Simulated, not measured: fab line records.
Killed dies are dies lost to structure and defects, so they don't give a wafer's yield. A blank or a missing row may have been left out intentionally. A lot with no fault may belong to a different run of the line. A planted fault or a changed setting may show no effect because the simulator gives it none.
fab line records	flow ritCmos
record: lots: 14	wafers: 42	lastDay: 8
route steps=202 shown SDANNEAL@156 PSD@157 PLDD@159
lots untouched by any fault: they come from a run of this same line in which no faults occurred
startH: start of the lot's first displayed wafer, in hours after the record's first day	waitH: time in hours since the lot's previous step	" unchanged from the row above	L1.1+2: a row that stands for several wafers	- no value, or no start was given	* or withheld: withheld	< > ~ a bound
route shown NAME@n: names a module that has steps shown in the file, with the first one's number in the route	usual: average and standard deviation across the fault-free wafers	same: alike in all rows	chamber/n: place in a boat	sites: each site's reading	_std_site: how widely they spread, as a standard deviation	_edge_site: inner sites' mean taken away from outer sites' mean	radiusMm: how far each site lies from the wafer's centre	mask NAME#n: copy n	behind: the last tool/chamber to shape the wafer	hold: why the lot went on hold/how many hours it stayed there/how the hold came to an end	device: the transistor (n, p or np) that didn't switch	end of line: the same wafers' tests at the end of the route	a step given without rows: its recipe and nothing more	killed: dies that structure and defects cost at the first sort, which is not the same as the wafer's yield	map: a wafer's dies, x killed, . not, _ none there
set.NAME: the run value of the setting; set.NAME@STEP: its run value at that earlier step	model.NAME: the simulator's own value behind a step, which no gauge read
a sample of lots followed through the steps of the route, with each step as a table and each wafer as a row
== steps ==
step: RIT_SDANNEAL_RTA_03
recipe: tempC: 1050	timeS: 5	idleTempC: 600	rampUpCPerS: 342	rampDownCPerS: 171	coolToC: 600	ambient: N2
usual: wafer_temp_C_max: 1053.5/1.3
lot.wafer	tool	chamber	startH	waitH	wafer_temp_C_max
L758.2	rtpAnneal-01	0	61.80	0.0	1051.9
L758.4	"	0	"	"	1054.9
L758.6	"	0	"	"	1054.0
L761.1	rtpAnneal-02	0	81.43	0.0	1055.2
L761.5	"	0	"	"	1052.6
L761.6	"	0	"	"	1051.2
L762.1	rtpAnneal-01	0	87.22	0.0	1053.1
L762.2	"	0	"	"	1052.3
L762.4	"	0	"	"	1054.7
L763.2	rtpAnneal-02	0	87.34	0.0	1052.5
L763.4	"	0	"	"	1055.0
L763.6	"	0	"	"	1054.6
L764.2	rtpAnneal-01	0	90.63	0.0	1052.5
L764.3	"	0	"	"	1054.6
L764.4	"	0	"	"	1053.4
L765.3	rtpAnneal-02	0	100.59	0.0	1054.1
L765.4	"	0	"	"	1053.4
L765.5	"	0	"	"	1053.0
L770.2	rtpAnneal-01	0	120.45	0.0	1053.7
L770.5	"	0	"	"	1053.5
L770.6	"	0	"	"	1053.7
L772.1	rtpAnneal-01	0	129.08	0.0	1053.3
L772.3	"	0	"	"	1053.5
L772.4	"	0	"	"	1053.2
L774.3	rtpAnneal-01	0	141.08	0.0	1054.7
L774.4	"	0	"	"	1051.9
L774.5	"	0	"	"	1055.1
L776.1	rtpAnneal-01	0	151.73	0.0	1054.8
L776.2	"	0	"	"	1053.7
L776.3	"	0	"	"	1052.8
L777.1	rtpAnneal-02	0	157.27	0.0	1056.5
L777.2	"	0	"	"	1055.6
L777.6	"	0	"	"	1053.8
L778.1	rtpAnneal-01	0	166.67	0.0	1051.8
L778.3	"	0	"	"	1052.4
L778.5	"	0	"	"	1056.8
L779.1	rtpAnneal-02	0	170.64	0.0	1054.2
L779.2	"	0	"	"	1053.0
L779.4	"	0	"	"	1053.3
L780.1	rtpAnneal-01	0	174.20	0.0	1053.7
L780.2	"	0	"	"	1053.7
L780.6	"	0	"	"	1052.2
step: RIT_SDANNEAL_RS_MEAS_04
recipe: thkMeasGauge: four-point-probe
usual: PSD_RS: 115.89/0.28
lot.wafer	tool	chamber	startH	waitH	PSD_RS[ohm/sq]
L758.2	filmMetro-01	-	61.87	0.1	115.70
L758.4	"	-	"	"	116.38
L758.6	"	-	"	"	115.78
L761.1	filmMetro-01	-	81.48	0.0	115.54
L761.5	"	-	"	"	115.46
L761.6	"	-	"	"	115.47
L762.1	filmMetro-02	-	87.28	0.0	115.99
L762.2	"	-	"	"	116.24
L762.4	"	-	"	"	115.64
L763.2	filmMetro-01	-	87.41	0.1	113.09
L763.4	"	-	"	"	112.96
L763.6	"	-	"	"	113.14
L764.2	filmMetro-03	-	90.70	0.1	115.83
L764.3	"	-	"	"	115.92
L764.4	"	-	"	"	115.62
L765.3	filmMetro-02	-	100.67	0.1	112.81
L765.4	"	-	"	"	113.00
L765.5	"	-	"	"	112.97
L770.2	filmMetro-03	-	120.52	0.1	115.93
L770.5	"	-	"	"	116.12
L770.6	"	-	"	"	116.24
L772.1	filmMetro-02	-	129.14	0.0	115.72
L772.3	"	-	"	"	115.37
L772.4	"	-	"	"	115.75
L774.3	filmMetro-01	-	141.16	0.1	115.95
L774.4	"	-	"	"	115.66
L774.5	"	-	"	"	115.92
L776.1	filmMetro-01	-	151.79	0.0	115.99
L776.2	"	-	"	"	115.78
L776.3	"	-	"	"	116.03
L777.1	filmMetro-03	-	157.32	0.0	115.97
L777.2	"	-	"	"	116.11
L777.6	"	-	"	"	116.07
L778.1	filmMetro-02	-	166.73	0.0	116.03
L778.3	"	-	"	"	115.59
L778.5	"	-	"	"	116.14
L779.1	filmMetro-02	-	170.70	0.0	115.77
L779.2	"	-	"	"	115.54
L779.4	"	-	"	"	115.61
L780.1	filmMetro-03	-	174.26	0.0	115.60
L780.2	"	-	"	"	115.43
L780.6	"	-	"	"	115.71
step: RIT_SDANNEAL_RS_MEAS_06
recipe: thkMeasGauge: four-point-probe
usual: PLDD_RS: 178.6/0.46
lot.wafer	tool	chamber	startH	waitH	PLDD_RS[ohm/sq]
L758.2	filmMetro-01	-	62.11	0.1	178.4
L758.4	"	-	"	"	178.5
L758.6	"	-	"	"	178.4
L761.1	filmMetro-01	-	81.72	0.1	178.3
L761.5	"	-	"	"	178.6
L761.6	"	-	"	"	177.8
L762.1	filmMetro-02	-	87.52	0.1	179.3
L762.2	"	-	"	"	178.8
L762.4	"	-	"	"	178.8
L763.2	filmMetro-01	-	87.65	0.1	175.7
L763.4	"	-	"	"	174.9
L763.6	"	-	"	"	175.6
L764.2	filmMetro-03	-	90.94	0.1	178.2
L764.3	"	-	"	"	178.3
L764.4	"	-	"	"	178.4
L765.3	filmMetro-02	-	100.91	0.1	175.6
L765.4	"	-	"	"	176.0
L765.5	"	-	"	"	175.8
L770.2	filmMetro-03	-	120.76	0.1	178.8
L770.5	"	-	"	"	178.6
L770.6	"	-	"	"	178.7
L772.1	filmMetro-02	-	129.38	0.1	178.6
L772.3	"	-	"	"	178.5
L772.4	"	-	"	"	178.8
L774.3	filmMetro-01	-	141.40	0.1	178.9
L774.4	"	-	"	"	178.6
L774.5	"	-	"	"	178.9
L776.1	filmMetro-01	-	152.03	0.1	178.2
L776.2	"	-	"	"	178.3
L776.3	"	-	"	"	178.2
L777.1	filmMetro-03	-	157.56	0.1	178.8
L777.2	"	-	"	"	179.3
L777.6	"	-	"	"	179.1
L778.1	filmMetro-02	-	166.97	0.1	178.9
L778.3	"	-	"	"	178.7
L778.5	"	-	"	"	179.0
L779.1	filmMetro-02	-	170.94	0.1	178.4
L779.2	"	-	"	"	178.3
L779.4	"	-	"	"	178.0
L780.1	filmMetro-03	-	174.50	0.1	178.2
L780.2	"	-	"	"	178.1
L780.6	"	-	"	"	177.6
== key ==
firstSign: step: RIT_SDANNEAL_RS_MEAS_04	reading: PSD_RS	direction: down	sigmas: 10	usual: 115.89	struck: 112.99
effect: step: RIT_SDANNEAL_RS_MEAS_06	reading: PLDD_RS	direction: down	sigmas: 6.4	usual: 178.6	struck: 175.6
metAt RIT_SDANNEAL_RTA_03
struckLots L763,L765
testerLeftOut L763,L765
loopTrim: step: RIT_M1_EXPOSE_06	setting: dose	lots: L763
onsetBetween 81.43 87.34
fault: kind: processParameterDrift	tool: rtpAnneal-02	chamber: -	onsetH: 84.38	steps: RIT_SDANNEAL_RTA_03	channel: timeS	offset: *	shape: step	endH: 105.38	actsIn: *	stated: *
testerLeftOut: of these lots the tester's yield and bins aren't shown, on N5 and GAA mostly nor the transistor test; their killed dies are dies lost to structure and defects alone, not to doping, threshold or leakage, so they don't give the yield
loopTrim: a control loop set the setting to another value than it would have without faults
